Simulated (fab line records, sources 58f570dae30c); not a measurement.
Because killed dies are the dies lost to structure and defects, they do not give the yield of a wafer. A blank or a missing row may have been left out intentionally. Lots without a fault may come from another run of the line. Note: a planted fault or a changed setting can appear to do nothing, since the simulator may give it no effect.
Split-lot study -- flow berkeley cmos170 -- 27 wafers read across 5 lots, on a route 331 steps long

== ABOUT THE SPLIT ==
At UCB170_M3_SPUTTER_01 (material Al, target thk 900 nm, time 120 s), the setting time s was moved away from the recipe's 120 s on 6 of the 27 wafers read, by +25.8% to +49.8%. All remaining wafers had this setting at the recipe value.

== FROM THE SPLIT TO THE READING: what the file shows between them, 5 steps ==
- UCB170_M3_RS_MEAS_02: measures by four-point-probe
- UCB170_M3_THK_MEAS_03: measures by xrf
- UCB170_M3_HMDS_04: prime time 60 s
- UCB170_M3_COAT_05: resist thk 900 nm
- UCB170_M3_ETCH_17: etches BARC in N2/H2

== THE READING ==
oes product au, in a.u., at UCB170_M3_METAL_ETCH_18 (etches Al in Cl2/BCl3, stops on SiO2, target depth 1170 nm, time 189.2 s). A value of 0.879 a.u. with a standard deviation of 0.017 a.u. is what fault-free wafers of this fab line usually give.

wafer,"tool, chamber at the split","time s as run, s",against the recipe,"oes product au, a.u.",against lot-mates on the recipe
L076.1,"pvd sputter-01, -",120,recipe,0.884,-
L076.2,"pvd sputter-01, -",120,recipe,0.868,-
L076.3,"pvd sputter-01, -",120,recipe,0.877,-
L076.4,"pvd sputter-01, -",120,recipe,0.893,-
L076.5,"pvd sputter-01, -",120,recipe,0.872,-
L076.6,"pvd sputter-01, -",120,recipe,0.885,-
L078.1,"pvd sputter-01, -",120,recipe,0.866,-
L078.2,"pvd sputter-01, -",120,recipe,0.871,-
L078.4,"pvd sputter-01, -",120,recipe,0.878,-
L079.1,"pvd sputter-04, -",120,recipe,0.881,-
L079.2,"pvd sputter-04, -",120,recipe,0.899,-
L079.3,"pvd sputter-04, -",120,recipe,0.891,-
L079.4,"pvd sputter-04, -",120,recipe,0.883,-
L079.5,"pvd sputter-04, -",120,recipe,0.877,-
L079.6,"pvd sputter-04, -",120,recipe,0.890,-
L082.1,"pvd sputter-03, -",120,recipe,0.902,-
L082.2,"pvd sputter-03, -",151,+25.8%,0.971,+0.092
L082.3,"pvd sputter-03, -",151,+25.8%,0.973,+0.094
L082.4,"pvd sputter-03, -",120,recipe,0.887,-
L082.5,"pvd sputter-03, -",120,recipe,0.848,-
L082.6,"pvd sputter-03, -",151,+25.8%,1.016,+0.137
L085.1,"pvd sputter-01, -",120,recipe,0.883,-
L085.2,"pvd sputter-01, -",179.8,+49.8%,1.015,+0.141
L085.3,"pvd sputter-01, -",179.8,+49.8%,1.014,+0.140
L085.4,"pvd sputter-01, -",120,recipe,0.876,-
L085.5,"pvd sputter-01, -",120,recipe,0.863,-
L085.6,"pvd sputter-01, -",179.8,+49.8%,1.008,+0.134

FIT RESULTS
A straight line over all 27 wafers: oes product au changes by +0.00293 a.u. for each +1% of time s; r = +0.94; the points scatter about the line by 0.018 a.u.
The same after taking each lot's own level away (the mean of its wafers on the recipe; 27 wafers): +0.00303 a.u. for each +1%; r = +0.95; scatter 0.017 a.u.
That fit puts the effect of the largest move of time s on the reading at 0.15 a.u.
Across the lots, their own levels run from 0.8717 to 0.8868 a.u., a range of 0.9 times the standard deviation given above.
Consequently the slope shifts little with the lot-to-lot level, the two slopes agreeing.
Check: for one of the wafers moved furthest among these (+49.8%), held out of the fit, the line's prediction against its lot-mates is +0.157 a.u. It came out at +0.141 a.u. against them.

== THESE WAFERS: OTHER SPLITS ==
These wafers also went through other splits before the reading. Each is held against what the fit with the lots' levels taken away leaves over:
other split on the same wafers,wafers away from the commonest value,r with oes product au (lot level and that fit taken away)
UCB170_PWELL_CVD_05 time s,18,+0.29
UCB170_SPACER_ETCHBACK_03 time s,9,+0.43

== THE WHOLE CHAIN: every reading that the file lists as answering this split, in the file's order ==
step,what it does,reading,change (the file's fit),r (the file's)
UCB170_M3_SPUTTER_01,"material Al, target thk 900 nm, time 120 s","Al_of_M3_SPUTTER_01.thk nm (the simulator's own value, which no gauge read)",+9.01 nm for each +1% of the setting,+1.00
UCB170_M3_RS_MEAS_02,measures by four-point-probe,M3_AL_RS,-0.000227 for each +1% of the setting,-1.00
UCB170_M3_THK_MEAS_03,measures by xrf,M3_AL_THK,+9.11 for each +1% of the setting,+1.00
UCB170_M3_METAL_ETCH_18,"etches Al in Cl2/BCl3, stops on SiO2, target depth 1170 nm, time 189.2 s",oes product au,+0.00307 a.u. for each +1% of the setting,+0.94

== FILE'S OWN FIT ==
oes product au changes by +0.00307 a.u. for each +1% of time s, r = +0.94.
